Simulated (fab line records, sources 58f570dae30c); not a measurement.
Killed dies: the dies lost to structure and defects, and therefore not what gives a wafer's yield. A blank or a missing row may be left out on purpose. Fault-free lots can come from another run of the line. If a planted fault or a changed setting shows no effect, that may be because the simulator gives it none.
Struck lot and sound lot, side by side -- flow berkeleyCmos170 -- 4 out of 331 route steps
Sound: the wafers L610.1, L610.2, L610.3. The struck wafers were L618.1, L618.3, L618.5. The cause is given at the end.
Per side, at each step with rows, come the tool, then ch with its chambers, and then its first start. Under that, the readings that differ: sound wafers -- struck wafers -- difference of the means -- sigmas: that difference in standard deviations of wafers without a fault.
alike: readings whose means differ by less than 2 such deviations, and words and numbers that are the same on both sides. not compared: withheld readings, readings that some wafer has no value for, bounds like >300 that may hide the same value, and numbers for which the record gives no deviation and whose values overlap.
Wherever a step has rows on one side only, a row that says differs or no value, or a row with sigmas, the two part there. Numbers that don't overlap but have no deviation are shown without sigmas and don't part them. A reading missing from all wafers of one side parts the sides only when that side holds two or more wafers.

UCB170_START_BOW_MEAS_00:
  sound on filmMetro-03, day 1 20:00; struck on filmMetro-02, day 3 12:00
  alike: INCOMING_BOW
then, 1 step without rows for these wafers: UCB170_START_CLEAN_01 (cleans in dHF, time 60 s).
UCB170_START_OXIDATION_02: target thk 20 nm, ox time 1800 s.
  sound on furnace-04 ch 0, day 2 01:09; struck on furnace-04 ch 0, day 3 16:28
reading,sound,struck,difference,sigmas
model.SiO2_of_START_OXIDATION_02.thkNm (nm),20.12 20.06 20.03,22.26 22.46 22.41,+2.31,
  alike: zonePowerSourcePct
UCB170_START_THK_MEAS_03:
  sound on filmMetro-02, day 2 02:39; struck on filmMetro-03, day 3 18:11
reading,sound,struck,difference,sigmas
START_OXIDE_THK (nm),20.1 20.1 20.1,22.3 22.5 22.3,+2.3,+6
  not compared: hold

WHERE THEY PART
Only at UCB170_START_THK_MEAS_03, within this record.

WHY: whatever the simulator had introduced
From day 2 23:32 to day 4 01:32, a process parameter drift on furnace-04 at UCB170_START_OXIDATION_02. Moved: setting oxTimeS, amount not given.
